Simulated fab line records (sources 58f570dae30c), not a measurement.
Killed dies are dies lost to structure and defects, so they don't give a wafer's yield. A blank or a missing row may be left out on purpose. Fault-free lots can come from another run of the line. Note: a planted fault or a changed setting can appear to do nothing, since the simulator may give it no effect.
Split-lot experiment :: flow berkeley cmos170 :: 23 wafers read across 5 lots, on a route 331 steps long

## THE SPLIT
At UCB170_SACOX_OXIDATION_01 (target thk 14.4 nm, ox time 2400 s), the setting temp c was moved away from the recipe's 900 C on 10 of the 23 wafers read, by -1.5% to +1.8%. All remaining wafers had this setting at the recipe value.

Between the split and the reading, the file records no step.

## THE READING
SACOX_OXIDE_THK (nm), taken at UCB170_SACOX_THK_MEAS_02. Typical for fault-free wafers on this fab line: 14.3 nm, with standard deviation 0.35 nm.

wafer: L076.1
tool, chamber at the split: -, -
temp c as run, C: 915.8
against the recipe: +1.8%
SACOX_OXIDE_THK, nm: 16.1
against lot-mates on the recipe: no lot-mate on the recipe

wafer: L076.2
tool, chamber at the split: -, -
temp c as run, C: 915.8
against the recipe: +1.8%
SACOX_OXIDE_THK, nm: 16.2
against lot-mates on the recipe: no lot-mate on the recipe

wafer: L076.3
tool, chamber at the split: -, -
temp c as run, C: 915.8
against the recipe: +1.8%
SACOX_OXIDE_THK, nm: 16.0
against lot-mates on the recipe: no lot-mate on the recipe

wafer: L076.5
tool, chamber at the split: -, -
temp c as run, C: 915.8
against the recipe: +1.8%
SACOX_OXIDE_THK, nm: 16.4
against lot-mates on the recipe: no lot-mate on the recipe

wafer: L076.6
tool, chamber at the split: -, -
temp c as run, C: 915.8
against the recipe: +1.8%
SACOX_OXIDE_THK, nm: 16.2
against lot-mates on the recipe: no lot-mate on the recipe

wafer: L077.1
tool, chamber at the split: -, -
temp c as run, C: 886.8
against the recipe: -1.5%
SACOX_OXIDE_THK, nm: 12.3
against lot-mates on the recipe: no lot-mate on the recipe

wafer: L077.2
tool, chamber at the split: -, -
temp c as run, C: 886.8
against the recipe: -1.5%
SACOX_OXIDE_THK, nm: 12.2
against lot-mates on the recipe: no lot-mate on the recipe

wafer: L077.4
tool, chamber at the split: -, -
temp c as run, C: 886.8
against the recipe: -1.5%
SACOX_OXIDE_THK, nm: 12.2
against lot-mates on the recipe: no lot-mate on the recipe

wafer: L077.5
tool, chamber at the split: -, -
temp c as run, C: 886.8
against the recipe: -1.5%
SACOX_OXIDE_THK, nm: 12.1
against lot-mates on the recipe: no lot-mate on the recipe

wafer: L077.6
tool, chamber at the split: -, -
temp c as run, C: 886.8
against the recipe: -1.5%
SACOX_OXIDE_THK, nm: 12.7
against lot-mates on the recipe: no lot-mate on the recipe

wafer: L078.2
tool, chamber at the split: -, -
temp c as run, C: 900
against the recipe: recipe
SACOX_OXIDE_THK, nm: 14.4
against lot-mates on the recipe: -

wafer: L078.3
tool, chamber at the split: -, -
temp c as run, C: 900
against the recipe: recipe
SACOX_OXIDE_THK, nm: 14.5
against lot-mates on the recipe: -

wafer: L078.4
tool, chamber at the split: -, -
temp c as run, C: 900
against the recipe: recipe
SACOX_OXIDE_THK, nm: 14.5
against lot-mates on the recipe: -

wafer: L078.5
tool, chamber at the split: -, -
temp c as run, C: 900
against the recipe: recipe
SACOX_OXIDE_THK, nm: 14.5
against lot-mates on the recipe: -

wafer: L078.6
tool, chamber at the split: -, -
temp c as run, C: 900
against the recipe: recipe
SACOX_OXIDE_THK, nm: 14.5
against lot-mates on the recipe: -

wafer: L081.2
tool, chamber at the split: -, -
temp c as run, C: 900
against the recipe: recipe
SACOX_OXIDE_THK, nm: 14.3
against lot-mates on the recipe: -

wafer: L081.3
tool, chamber at the split: -, -
temp c as run, C: 900
against the recipe: recipe
SACOX_OXIDE_THK, nm: 14.4
against lot-mates on the recipe: -

wafer: L081.4
tool, chamber at the split: -, -
temp c as run, C: 900
against the recipe: recipe
SACOX_OXIDE_THK, nm: 14.4
against lot-mates on the recipe: -

wafer: L081.5
tool, chamber at the split: -, -
temp c as run, C: 900
against the recipe: recipe
SACOX_OXIDE_THK, nm: 14.3
against lot-mates on the recipe: -

wafer: L081.6
tool, chamber at the split: -, -
temp c as run, C: 900
against the recipe: recipe
SACOX_OXIDE_THK, nm: 14.2
against lot-mates on the recipe: -

wafer: L084.3
tool, chamber at the split: furnace-02, 0
temp c as run, C: 900
against the recipe: recipe
SACOX_OXIDE_THK, nm: 14.5
against lot-mates on the recipe: -

wafer: L084.5
tool, chamber at the split: furnace-02, 0
temp c as run, C: 900
against the recipe: recipe
SACOX_OXIDE_THK, nm: 14.6
against lot-mates on the recipe: -

wafer: L084.6
tool, chamber at the split: furnace-02, 0
temp c as run, C: 900
against the recipe: recipe
SACOX_OXIDE_THK, nm: 14.5
against lot-mates on the recipe: -

THE FIT
A straight line over all 23 wafers: SACOX_OXIDE_THK changes by +1.19 nm for each +1% of temp c; r = +0.98; the points scatter about the line by 0.24 nm.
Too few moved wafers with a lot-mate on the recipe to fit a line net of each lot's own level.

## THE WHOLE CHAIN: every reading that the file lists as answering this split, in the file's order
step: UCB170_SACOX_OXIDATION_01
what it does: target thk 14.4 nm, ox time 2400 s
reading: SiO2_of_SACOX_OXIDATION_01.thk nm (the simulator's own value, which no gauge read)
change (the file's fit): +1.18 nm for each +1% of the setting
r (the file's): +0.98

step: UCB170_SACOX_THK_MEAS_02
what it does: 
reading: SACOX_OXIDE_THK
change (the file's fit): +1.19 for each +1% of the setting
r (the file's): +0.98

## THE FILE'S OWN FIT
SACOX_OXIDE_THK changes by +1.19 nm for each +1% of temp c, r = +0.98.
